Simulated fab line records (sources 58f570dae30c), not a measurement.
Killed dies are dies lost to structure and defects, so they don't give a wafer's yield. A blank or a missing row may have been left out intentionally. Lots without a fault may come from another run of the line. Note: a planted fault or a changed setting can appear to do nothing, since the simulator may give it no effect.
Which of the tools did it? :: flow berkeleyCmos170 :: 14 lots with 42 wafers sampled at 5 steps, on a route of 331 steps

## WHAT THE GAUGES READ, wafer by wafer
UCB170_NLDD_OVL_MEAS_07. Usual: for NLDD_OVL the level is -1 nm and the standard deviation is 4.9.
lot: L981
measured: day 8 05:32
on: overlay-02
NLDD_OVL (nm): 5 4 8
flag: 

lot: L983
measured: day 8 05:47
on: overlay-02
NLDD_OVL (nm): -2 -9 -4
flag: 

lot: L982
measured: day 8 06:01
on: overlay-02
NLDD_OVL (nm): 9 5 10
flag: 

lot: L987
measured: day 8 17:29
on: overlay-02
NLDD_OVL (nm): 4 -3 3
flag: 

lot: L985
measured: day 8 17:50
on: overlay-02
NLDD_OVL (nm): -1 0 -5
flag: 

lot: L984
measured: day 8 18:05
on: overlay-01
NLDD_OVL (nm): 2 -1 8
flag: 

lot: L988
measured: day 9 06:29
on: overlay-01
NLDD_OVL (nm): 4 4 5
flag: 

lot: L989
measured: day 9 17:06
on: overlay-01
NLDD_OVL (nm): -4 -8 -4
flag: 

lot: L991
measured: day 9 18:08
on: overlay-02
NLDD_OVL (nm): 1 -2 1
flag: 

lot: L993
measured: day 10 07:23
on: overlay-01
NLDD_OVL (nm): -11 -6 1
flag: 

lot: L992
measured: day 10 07:34
on: overlay-01
NLDD_OVL (nm): 1 6 4
flag: 

lot: L999
measured: day 11 07:01
on: overlay-02
NLDD_OVL (nm): -3 -5 -1
flag: 

lot: L100
measured: day 12 03:49
on: overlay-02
NLDD_OVL (nm): -5 -1 -3
flag: 

lot: L102
measured: day 12 17:35
on: overlay-02
NLDD_OVL (nm): -5 2 -6
flag: 

UCB170_M2_THK_MEAS_03: measures by xrf. Usual: for M2_AL_THK the level is 891 nm and the standard deviation is 12.
lot: L981
measured: day 9 08:11
on: filmMetro-04
M2_AL_THK (nm): 882 894 883
flag: 

lot: L983
measured: day 9 07:13
on: filmMetro-02
M2_AL_THK (nm): 898 912 910
flag: 

lot: L982
measured: day 9 09:40
on: filmMetro-01
M2_AL_THK (nm): 873 853 869
flag: 

lot: L987
measured: day 9 16:59
on: filmMetro-02
M2_AL_THK (nm): 893 899 917
flag: 

lot: L985
measured: day 9 19:08
on: filmMetro-04
M2_AL_THK (nm): 882 884 879
flag: 

lot: L984
measured: day 9 17:50
on: filmMetro-02
M2_AL_THK (nm): 906 888 891
flag: 

lot: L988
measured: day 10 07:59
on: filmMetro-01
M2_AL_THK (nm): 880 874 888
flag: 

lot: L989
measured: day 10 16:50
on: filmMetro-02
M2_AL_THK (nm): 898 885 892
flag: 

lot: L991
measured: day 10 18:07
on: filmMetro-02
M2_AL_THK (nm): 891 912 896
flag: 

lot: L993
measured: day 11 07:59
on: filmMetro-04
M2_AL_THK (nm): 891 887 896
flag: 

lot: L992
measured: day 11 09:46
on: filmMetro-01
M2_AL_THK (nm): 877 892 879
flag: 

lot: L999
measured: day 12 12:05
on: filmMetro-01
M2_AL_THK (nm): 886 886 888
flag: 

lot: L100
measured: day 13 05:40
on: filmMetro-04
M2_AL_THK (nm): 895 888 880
flag: 

lot: L102
measured: day 13 23:22
on: filmMetro-04
M2_AL_THK (nm): 890 890 894
flag: 

UCB170_V2_THK_MEAS_04. Usual: for V2_POLISHED_THK the level is 999.9 nm and the standard deviation is 1.4.
lot: L981
measured: day 9 11:49
on: filmMetro-01
V2_POLISHED_THK (nm): 999.6 997.9 997.9
flag: 

lot: L983
measured: day 9 10:49
on: filmMetro-01
V2_POLISHED_THK (nm): 999.3 999.0 997.0
flag: 

lot: L982
measured: day 9 13:41
on: filmMetro-03
V2_POLISHED_THK (nm): 1000.2 1001.9 1001.1
flag: 

lot: L987
measured: day 9 20:31
on: filmMetro-01
V2_POLISHED_THK (nm): 998.4 1000.9 1000.3
flag: 

lot: L985
measured: day 9 22:05
on: filmMetro-01
V2_POLISHED_THK (nm): 1002.3 999.1 1000.5
flag: 

lot: L984
measured: day 9 21:13
on: filmMetro-03
V2_POLISHED_THK (nm): 1001.7 998.9 1001.3
flag: 

lot: L988
measured: day 10 11:39
on: filmMetro-01
V2_POLISHED_THK (nm): 998.6 1001.2 997.1
flag: 

lot: L989
measured: day 10 21:19
on: filmMetro-01
V2_POLISHED_THK (nm): 999.4 1002.4 1000.7
flag: 

lot: L991
measured: day 10 21:39
on: filmMetro-03
V2_POLISHED_THK (nm): 1000.6 999.2 1001.3
flag: 

lot: L993
measured: day 11 10:59
on: filmMetro-04
V2_POLISHED_THK (nm): 996.8 998.6 999.3
flag: 

lot: L992
measured: day 11 12:45
on: filmMetro-01
V2_POLISHED_THK (nm): 1003.8 999.8 1000.7
flag: 

lot: L999
measured: day 12 16:53
on: filmMetro-01
V2_POLISHED_THK (nm): 997.3 998.2 997.7
flag: 

lot: L100
measured: day 13 09:13
on: filmMetro-03
V2_POLISHED_THK (nm): 998.7 1002.6 998.4
flag: 

lot: L102
measured: day 14 02:38
on: filmMetro-03
V2_POLISHED_THK (nm): 1000.4 996.9 1000.4
flag: 

## EACH LOT AND THE TOOL THAT RAN IT (in order: tool; ch and the chambers of the sampled wafers; start)
lot: L981
UCB170_M2_METAL_ETCH_18: rieMetal-03 ch 0,1, day 9 10:46
UCB170_M2_STRIP_19: plasmaAsher-02 ch 0,1, day 9 10:58

lot: L983
UCB170_M2_METAL_ETCH_18: rieMetal-02 ch 0,1, day 9 09:49
UCB170_M2_STRIP_19: plasmaAsher-04 ch 0,1, day 9 09:59

lot: L982
UCB170_M2_METAL_ETCH_18: rieMetal-02 ch 0,1, day 9 12:38
UCB170_M2_STRIP_19: plasmaAsher-04 ch 0,1, day 9 12:49

lot: L987
UCB170_M2_METAL_ETCH_18: rieMetal-03 ch 0,1, day 9 19:28
UCB170_M2_STRIP_19: plasmaAsher-02 ch 0,1, day 9 19:39

lot: L985
UCB170_M2_METAL_ETCH_18: rieMetal-01 ch 0,1, day 9 21:05
UCB170_M2_STRIP_19: plasmaAsher-04 ch 0,1, day 9 21:14

lot: L984
UCB170_M2_METAL_ETCH_18: rieMetal-02 ch 0,1, day 9 20:11
UCB170_M2_STRIP_19: plasmaAsher-02 ch 0,1, day 9 20:22

lot: L988
UCB170_M2_METAL_ETCH_18: rieMetal-03 ch 0, day 10 10:29
UCB170_M2_STRIP_19: plasmaAsher-02 ch 0,1, day 10 10:47

lot: L989
UCB170_M2_METAL_ETCH_18: rieMetal-03 ch 0,1, day 10 20:11
UCB170_M2_STRIP_19: plasmaAsher-04 ch 0,1, day 10 20:22

lot: L991
UCB170_M2_METAL_ETCH_18: rieMetal-02 ch 0,1, day 10 20:36
UCB170_M2_STRIP_19: plasmaAsher-02 ch 0,1, day 10 20:47

lot: L993
UCB170_M2_METAL_ETCH_18: rieMetal-02 ch 0,1, day 11 09:56
UCB170_M2_STRIP_19: plasmaAsher-02 ch 0,1, day 11 10:07

lot: L992
UCB170_M2_METAL_ETCH_18: rieMetal-03 ch 0,1, day 11 11:42
UCB170_M2_STRIP_19: plasmaAsher-03 ch 0,1, day 11 11:53

lot: L999
UCB170_M2_METAL_ETCH_18: rieMetal-01 ch 0,1, day 12 15:43
UCB170_M2_STRIP_19: plasmaAsher-04 ch 0,1, day 12 15:54

lot: L100
UCB170_M2_METAL_ETCH_18: rieMetal-02 ch 0,1, day 13 08:11
UCB170_M2_STRIP_19: plasmaAsher-04 ch 0,1, day 13 08:22

lot: L102
UCB170_M2_METAL_ETCH_18: rieMetal-01 ch 0,1, day 14 01:35
UCB170_M2_STRIP_19: plasmaAsher-04 ch 0,1, day 14 01:46
- UCB170_M2_METAL_ETCH_18: etches Al in Cl2/BCl3, stops on SiO2, target depth 1170 nm, time 195 s.
- UCB170_M2_STRIP_19: strips in O2.

## WHAT THE TOOLS THEMSELVES READ (means of the sampled wafers that have a number; where no wafer has one, the mark that the record gives instead)
UCB170_M2_METAL_ETCH_18. Usual: chamberPressureMTorr 11.999 mTorr, standard deviation 0.012; drypumpMotorCurrentA 5.9 A, standard deviation 0.48; oesProductAu 0.864 a.u., standard deviation 0.015; throttleValvePct 24.47 %, standard deviation 0.3.
lot: L981
tool: rieMetal-03
chamberPressureMTorr (mTorr): 12.000
drypumpMotorCurrentA (A): 5.9
oesProductAu (a.u.): 0.845
throttleValvePct (%): 24.28
flag: 

lot: L983
tool: rieMetal-02
chamberPressureMTorr (mTorr): 12.002
drypumpMotorCurrentA (A): 5.5
oesProductAu (a.u.): 0.877
throttleValvePct (%): 24.47
flag: 

lot: L982
tool: rieMetal-02
chamberPressureMTorr (mTorr): 12.002
drypumpMotorCurrentA (A): 5.9
oesProductAu (a.u.): 0.869
throttleValvePct (%): 24.26
flag: 

lot: L987
tool: rieMetal-03
chamberPressureMTorr (mTorr): 11.987
drypumpMotorCurrentA (A): 6.1
oesProductAu (a.u.): 0.860
throttleValvePct (%): 24.38
flag: 

lot: L985
tool: rieMetal-01
chamberPressureMTorr (mTorr): 12.006
drypumpMotorCurrentA (A): 5.9
oesProductAu (a.u.): 0.857
throttleValvePct (%): 24.70
flag: 

lot: L984
tool: rieMetal-02
chamberPressureMTorr (mTorr): 11.998
drypumpMotorCurrentA (A): 5.9
oesProductAu (a.u.): 0.876
throttleValvePct (%): 24.25
flag: 

lot: L988
tool: rieMetal-03
chamberPressureMTorr (mTorr): 12.006
drypumpMotorCurrentA (A): 6.3
oesProductAu (a.u.): 0.863
throttleValvePct (%): 24.51
flag: 

lot: L989
tool: rieMetal-03
chamberPressureMTorr (mTorr): 12.007
drypumpMotorCurrentA (A): 6.1
oesProductAu (a.u.): 0.859
throttleValvePct (%): 24.38
flag: 

lot: L991
tool: rieMetal-02
chamberPressureMTorr (mTorr): 11.998
drypumpMotorCurrentA (A): 5.5
oesProductAu (a.u.): 0.881
throttleValvePct (%): 24.47
flag: 

lot: L993
tool: rieMetal-02
chamberPressureMTorr (mTorr): 11.999
drypumpMotorCurrentA (A): 5.5
oesProductAu (a.u.): 0.875
throttleValvePct (%): 24.47
flag: 

lot: L992
tool: rieMetal-03
chamberPressureMTorr (mTorr): 12.002
drypumpMotorCurrentA (A): 5.9
oesProductAu (a.u.): 0.850
throttleValvePct (%): 24.27
flag: 

lot: L999
tool: rieMetal-01
chamberPressureMTorr (mTorr): 11.995
drypumpMotorCurrentA (A): 5.9
oesProductAu (a.u.): 0.867
throttleValvePct (%): 24.71
flag: 

lot: L100
tool: rieMetal-02
chamberPressureMTorr (mTorr): 11.979
drypumpMotorCurrentA (A): 5.5
oesProductAu (a.u.): 0.874
throttleValvePct (%): 24.48
flag: 

lot: L102
tool: rieMetal-01
chamberPressureMTorr (mTorr): 12.009
drypumpMotorCurrentA (A): 5.8
oesProductAu (a.u.): 0.860
throttleValvePct (%): 24.79
flag: 

UCB170_M2_STRIP_19. Usual: chamberPressureMTorr 3499.9 mTorr, standard deviation 3; drypumpMotorCurrentA 5.5 A, standard deviation 0.32; oesProductAu 0.555 a.u., standard deviation 0.024.
lot: L981
tool: plasmaAsher-02
chamberPressureMTorr (mTorr): 3503.7
drypumpMotorCurrentA (A): 5.6
oesProductAu (a.u.): 0.549
flag: 

lot: L983
tool: plasmaAsher-04
chamberPressureMTorr (mTorr): 3501.8
drypumpMotorCurrentA (A): 5.1
oesProductAu (a.u.): 0.540
flag: 

lot: L982
tool: plasmaAsher-04
chamberPressureMTorr (mTorr): 3497.4
drypumpMotorCurrentA (A): 5.2
oesProductAu (a.u.): 0.564
flag: 

lot: L987
tool: plasmaAsher-02
chamberPressureMTorr (mTorr): 3500.4
drypumpMotorCurrentA (A): 5.6
oesProductAu (a.u.): 0.550
flag: 

lot: L985
tool: plasmaAsher-04
chamberPressureMTorr (mTorr): 3501.0
drypumpMotorCurrentA (A): 5.2
oesProductAu (a.u.): 0.565
flag: 

lot: L984
tool: plasmaAsher-02
chamberPressureMTorr (mTorr): 3498.4
drypumpMotorCurrentA (A): 5.6
oesProductAu (a.u.): 0.558
flag: 

lot: L988
tool: plasmaAsher-02
chamberPressureMTorr (mTorr): 3502.8
drypumpMotorCurrentA (A): 5.6
oesProductAu (a.u.): 0.570
flag: 

lot: L989
tool: plasmaAsher-04
chamberPressureMTorr (mTorr): 3499.3
drypumpMotorCurrentA (A): 5.2
oesProductAu (a.u.): 0.612
flag: 

lot: L991
tool: plasmaAsher-02
chamberPressureMTorr (mTorr): 3501.2
drypumpMotorCurrentA (A): 5.6
oesProductAu (a.u.): 0.540
flag: 

lot: L993
tool: plasmaAsher-02
chamberPressureMTorr (mTorr): 3501.3
drypumpMotorCurrentA (A): 5.6
oesProductAu (a.u.): 0.527
flag: 

lot: L992
tool: plasmaAsher-03
chamberPressureMTorr (mTorr): 3501.0
drypumpMotorCurrentA (A): 6.0
oesProductAu (a.u.): 0.569
flag: 

lot: L999
tool: plasmaAsher-04
chamberPressureMTorr (mTorr): 3500.7
drypumpMotorCurrentA (A): 5.1
oesProductAu (a.u.): 0.571
flag: 

lot: L100
tool: plasmaAsher-04
chamberPressureMTorr (mTorr): 3499.2
drypumpMotorCurrentA (A): 5.2
oesProductAu (a.u.): 0.534
flag: 

lot: L102
tool: plasmaAsher-04
chamberPressureMTorr (mTorr): 3501.4
drypumpMotorCurrentA (A): 5.1
oesProductAu (a.u.): 0.576
flag: 

## THE ANSWER, worked out from the rows above alone
Rule: take the mean of a lot's wafers that have a number; if it is more than 3 standard deviations from the usual mean, the lot is off. A lot without any number at a reading at which 4 lots or more have one is off too. Where the step has rows for the other lots, those lots are counted as sound. After the gauges, taken in route order, come the tools' own readings; for these a lot's mean is taken, as printed above. At the first step where some lot is off, the reading lying furthest off is the one used; lots without a number count as furthest.
No lot is off at any reading shown: from this, nothing can be told.

## WHAT THE SIMULATOR HAD INSERTED
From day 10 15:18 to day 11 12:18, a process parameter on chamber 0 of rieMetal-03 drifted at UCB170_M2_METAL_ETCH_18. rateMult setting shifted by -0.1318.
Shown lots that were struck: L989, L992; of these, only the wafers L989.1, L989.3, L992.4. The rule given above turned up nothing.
